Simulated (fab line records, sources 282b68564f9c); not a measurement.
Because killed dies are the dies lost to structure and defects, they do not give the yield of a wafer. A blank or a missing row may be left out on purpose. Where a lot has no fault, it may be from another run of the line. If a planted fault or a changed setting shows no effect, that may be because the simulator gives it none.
2 desks looking at one fault	flow rit_cmos	numbers are kept per desk, each desk with only its own; the story behind them comes last

TOOL OWNER'S DESK, furnace-03
The tool's own readings at RIT_REOX_OXIDATION_03 (target thk 25.2 nm, ox time 5580 s): means of the sampled wafers that have a number, for each lot that ran on this tool. Any lot whose mean is over 4 standard deviations away from the usual mean is out of limits and marked OUT; that distance is given in the brackets.
Columns: A = spike_tc_centre_C at RIT_REOX_OXIDATION_03, usual 902.6 C; B = spike_tc_load_C at RIT_REOX_OXIDATION_03, usual 927.8 C; C = spike_tc_source_C at RIT_REOX_OXIDATION_03, usual 923.8 C
lot	first seen here	A	B	C
L524	day 3 11:38	904.7	928.7	923.8
L525	day 3 11:38	905.3	928.4	923.7
L529	day 4 12:20	905.8	929.7	923.6
L530	day 4 12:20	904.5	928.8	923.3
L535	day 5 11:47	915.6 (+5.0) OUT	939.5 (+7.3) OUT	934.4 (+6.2) OUT
L537	day 5 21:20	914.3 (+4.5) OUT	938.9 (+6.9) OUT	933.2 (+5.5) OUT
L540	day 6 09:31	914.7 (+4.7) OUT	939.3 (+7.2) OUT	932.7 (+5.2) OUT
Finding of this desk: L535, L537, L540 out of limits; the first was L535 at day 5 11:47, on spike_tc_centre_C at RIT_REOX_OXIDATION_03. L524, L525, L529, L530 stayed within limits.

THE METROLOGY DESK
What the gauges read for every lot (on any tool): the sampled wafers with a number, averaged. Any lot whose mean is over 4 standard deviations away from the usual mean is out of limits and marked OUT; that distance is given in the brackets.
Columns: A = REOX_OXIDE_THK at RIT_REOX_THK_MEAS_04, usual 24.8 nm
lot	first seen here	A
L523	day 3 00:34	24.3
L522	day 3 00:34	24.5
L524	day 3 14:11	25.1
L525	day 3 14:11	25.0
L526	day 4 00:25	24.4
L527	day 4 06:02	24.0
L528	day 4 12:41	23.7
L529	day 4 14:53	25.1
L530	day 4 14:53	24.8
L532	day 5 00:19	25.1
L535	day 5 14:21	27.8 (+5.0) OUT
L537	day 5 23:53	27.5 (+4.6) OUT
L540	day 6 12:04	27.7 (+4.9) OUT
L544	day 7 15:37	24.7
L545	day 7 19:29	25.5
This desk finds L535, L537, L540 out of limits, with the earliest case on L535 at day 5 14:21 (REOX_OXIDE_THK at RIT_REOX_THK_MEAS_04). L523, L522, L524, L525, L526, L527, L528, L529, L530, L532, L544, L545 stayed within limits.

ALL TOGETHER
At day 5 11:47, on L535, L537, L540, the tool owner's desk was in a position to raise an alarm.
The metrology desk could have raised an alarm at day 5 14:21, on L535, L537, L540.
Of the lots named, all ran RIT_REOX_OXIDATION_03 on furnace-03.

WHAT THE SIMULATOR HAD INSERTED
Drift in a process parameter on furnace-03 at RIT_REOX_OXIDATION_03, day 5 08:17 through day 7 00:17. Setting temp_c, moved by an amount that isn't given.
Struck lots among those shown: L535, L537, L540.
Counting hours from when the fault started, the first reading out of limits came at 4 for the tool owner's desk and at 6 for the metrology desk.
